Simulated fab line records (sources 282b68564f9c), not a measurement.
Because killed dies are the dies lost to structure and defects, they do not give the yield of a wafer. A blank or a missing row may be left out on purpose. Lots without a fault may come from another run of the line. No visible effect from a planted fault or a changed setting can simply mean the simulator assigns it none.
2 desks, one fault -- flow rit cmos -- numbers are kept per desk, each desk with only its own; the story behind them comes last

## TOOL OWNER'S DESK, rie diel-04
The tool's own readings at RIT_SPACER_ETCHBACK_05 (etches Si3N4 in SF6/CHF3, stops on SiO2, target depth 250 nm, time 240 s): means of the sampled wafers that have a number, for each lot that ran on this tool. If a lot's mean is further than 4 standard deviations from the usual mean, the lot is out of limits and carries the mark OUT (the distance appears in the brackets).
Columns: A = SF6_flow_sccm at RIT_SPACER_ETCHBACK_05, usual 30.00 sccm; B = drypump motor current A at RIT_SPACER_ETCHBACK_05, usual 5.7 A; C = oes product au at RIT_SPACER_ETCHBACK_05, usual 0.840 a.u.; D = throttle valve pct at RIT_SPACER_ETCHBACK_05, usual 10.27 %
lot,first seen here,A,B,C,D
L514,day 5 21:07,29.99,5.5,0.831,10.28
L519,day 6 21:33,30.04,5.7,0.839,10.29
L520,day 7 01:34,30.01,5.5,0.831,10.22
Result from this desk: across the 3 lots, nothing is out of limits.

## AT THE METROLOGY DESK
What the gauges read for every lot (on any tool): the sampled wafers with a number, averaged. If a lot's mean is further than 4 standard deviations from the usual mean, the lot is out of limits and carries the mark OUT (the distance appears in the brackets). 7 of its 10 readings are shown, namely those furthest out on some lot.
Columns: A = PLDD_OVL at RIT_PLDD_OVL_MEAS_06, usual 0.6 nm; B = SPACER_NITRIDE_THK at RIT_SPACER_THK_MEAS_04, usual 249.3 nm; C = NSD_TW at RIT_NSD_TW_MEAS_10, usual 3086; D = PSD_OVL at RIT_PSD_OVL_MEAS_06, usual -0.2 nm; E = PSD_TW at RIT_PSD_TW_MEAS_10, usual 3401; F = NSD_RS at RIT_SDANNEAL_RS_MEAS_05, usual 84.51 ohm/sq; G = PLDD_RS at RIT_SDANNEAL_RS_MEAS_06, usual 178.6 ohm/sq
lot,first seen here,A,B,C,D,E,F,G
L506,day 4 08:05,-0.3,255.7,3142,1.3,3430,84.23,178.5
L514,day 5 17:47,0.5,252.6,3043,1.5,3425,84.74,178.8
L519,day 6 18:36,2.5,247.3,3103,1.1,3398,84.13,178.6
L520,day 6 22:38,1.1,248.7,3065,1.5,3372,84.81,178.6
L522,day 7 09:01,2.2,250.3,3097,-2.3,3398,84.37,178.1
L523,day 7 14:20,-0.5,245.7,3062,0.2,3406,84.82,178.4
Result from this desk: across the 6 lots, nothing is out of limits.

## BROUGHT TOGETHER
The desk of the tool owner found nothing out of limits.
The metrology desk saw nothing out of limits.

## WHAT THE SIMULATOR HAD PUT IN
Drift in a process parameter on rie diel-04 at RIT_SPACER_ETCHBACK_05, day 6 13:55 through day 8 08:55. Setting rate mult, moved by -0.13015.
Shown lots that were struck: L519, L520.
